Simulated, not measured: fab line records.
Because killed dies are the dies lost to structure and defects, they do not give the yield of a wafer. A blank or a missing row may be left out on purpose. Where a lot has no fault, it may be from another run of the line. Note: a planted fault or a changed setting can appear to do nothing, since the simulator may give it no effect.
Check of tool commonality    flow berkeley_cmos170    Sample size 10 lots and 36 wafers

== WHY THIS WAS OPENED ==
UCB170_PSD_OVL_MEAS_07, reading PSD_OVL: flagged on 2 of 10 lots. No-fault wafers: 0 nm, standard deviation 7.1.
Rule: flag the lot when none of its wafers has a number, or when each of its wafers that has one lies beyond 4 standard deviations from that mean. All remaining lots are regarded as sound.

lot   measured      on          PSD_OVL (nm), wafer by wafer  flag
L652  day 7 14:14   overlay-01  -1 1 -6                       
L653  day 7 14:57   overlay-02  4 9 7                         
L651  day 7 15:14   overlay-01  1 1 6                         
L650  day 7 15:47   overlay-01  -5 -6 -9                      
L658  day 9 02:35   overlay-02  10 -6 0                       
L656  day 9 02:52   overlay-02  179 178 177 185 182 182       FLAGGED
L662  day 9 22:05   overlay-01  186 181 184 190 186 187       FLAGGED
L669  day 10 12:26  overlay-01  -4 -12 -15                    
L668  day 10 12:43  overlay-02  -1 -14 10                     
L671  day 11 05:05  overlay-01  2 -2 5                        
Average over the flagged lots: 183 nm; offset from the usual +183 nm, equal to +26 standard deviations.

== WHICH TOOL EACH LOT WENT THROUGH ==
The record holds 1 process step before the reading, out of a route of 331 steps. Every cell lists first the tool, next ch and the chambers used by the sampled wafers, and last the start.
lot   flag     UCB170_PSD_EXPOSE_03
L652           krf_scanner-01 ch 0, day 7 13:30
L653           krf_scanner-01 ch 0, day 7 14:06
L651           krf_scanner-02 ch 0, day 7 14:23
L650           krf_scanner-01 ch 0, day 7 14:35
L658           krf_scanner-02 ch 0, day 9 00:28
L656  FLAGGED  krf_scanner-01 ch 0, day 9 01:05
L662  FLAGGED  krf_scanner-01 ch 0, day 9 21:35
L669           krf_scanner-02 ch 0, day 10 11:16
L668           krf_scanner-02 ch 0, day 10 11:24
L671           krf_scanner-02 ch 0, day 11 04:21
What the steps here do:
- UCB170_PSD_EXPOSE_03: exposes mask PSELECT MOD, target cd 1200 nm.
- UCB170_PSD_OVL_MEAS_07

== FLAGGED OVER TOTAL, TOOL BY TOOL (the gauges that took the reading come last) ==
step                    tool            lots run  flagged  share of the flagged lots  sound lots run after its first flagged lot
UCB170_PSD_EXPOSE_03    krf_scanner-01  5         2        all                        0
UCB170_PSD_EXPOSE_03    krf_scanner-02  5         0        none                       -
UCB170_PSD_OVL_MEAS_07  overlay-01      6         1        some                       2 (L669,L671)
UCB170_PSD_OVL_MEAS_07  overlay-02      4         1        some                       1 (L668)

== THE TABLE: WHAT IT ALLOWS ==
All flagged lots share 1 row of the table, namely krf_scanner-01 at UCB170_PSD_EXPOSE_03.
- krf_scanner-01 at UCB170_PSD_EXPOSE_03: 2 of its 5 lots flagged. Its last sound lot is L650 (day 7 14:35), its first flagged lot L656 (day 9 01:05): a fault that began between those two fits.
Left over: one tool, krf_scanner-01 at UCB170_PSD_EXPOSE_03.

== WHAT THE SIMULATOR PUT IN ==
Scanner matching overlay: krf_scanner-01, from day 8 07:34 on, at UCB170_PSD_EXPOSE_03. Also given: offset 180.
Shown lots that were struck: L656, L662. Same finding as the rule above.
